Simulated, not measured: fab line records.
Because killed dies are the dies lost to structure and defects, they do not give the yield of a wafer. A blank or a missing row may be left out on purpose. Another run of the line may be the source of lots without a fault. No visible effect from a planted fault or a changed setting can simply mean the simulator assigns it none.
Which tool is to blame? | flow berkeley cmos170 | 7 lots with 21 wafers sampled at 2 steps, on a route of 331 steps

WHAT THE GAUGES READ, wafer by wafer
UCB170_ACTIVE_CD_MEAS_13 targets a cd of 1200 nm.
lot  | measured     | on        | cd nm (nm)
L532 | day 4 22:26  | cd sem-02 | 1199.2 1199.1 1199.1
L535 | day 5 16:50  | cd sem-01 | 1199.8 1199.5 1199.7
L538 | day 6 01:38  | cd sem-01 | 1197.7 1200.2 1200.3
L541 | day 6 17:53  | cd sem-01 | 1200.4 1199.9 1201.8
L544 | day 7 17:56  | cd sem-02 | 1196.7 1197.9 1198.1
L549 | day 9 01:08  | cd sem-01 | 1202.6 1203.5 1201.8
L554 | day 10 07:43 | cd sem-02 | 1200.5 1201.6 1200.7

TOOL THAT RAN EACH LOT (tool first, then ch and the chambers of the sampled wafers, then the start)
lot  | UCB170_ACTIVE_SOFTBAKE_09
L532 | litho track-02 ch 0, day 4 20:24
L535 | litho track-04 ch 0, day 5 16:05
L538 | litho track-01 ch 0, day 6 00:32
L541 | litho track-01 ch 0, day 6 17:20
L544 | litho track-01 ch 0, day 7 17:06
L549 | litho track-04 ch 0, day 8 23:50
L554 | litho track-02 ch 0, day 10 06:34
- UCB170_ACTIVE_SOFTBAKE_09: time 60 s.

THE ANSWER, worked out from the rows above alone
Rule: the lots themselves supply what counts as usual. The widest of any qualifying gaps counts: lots, ordered by their means at a reading, are off when they make up no more than a third of the lots, leave a main group of 4 or more, and stand apart from it by 3 or more times the standard deviation of that group's means. A main group whose means are all the same, to the digits that the tables above print for the reading, isn't used. Also off: a lot with no number at a reading for which 4 or more lots have one. The other lots that the step has rows for count as sound.
No lot is off on any of the readings shown, so nothing can be concluded from this.

WHAT THE SIMULATOR HAD PUT IN
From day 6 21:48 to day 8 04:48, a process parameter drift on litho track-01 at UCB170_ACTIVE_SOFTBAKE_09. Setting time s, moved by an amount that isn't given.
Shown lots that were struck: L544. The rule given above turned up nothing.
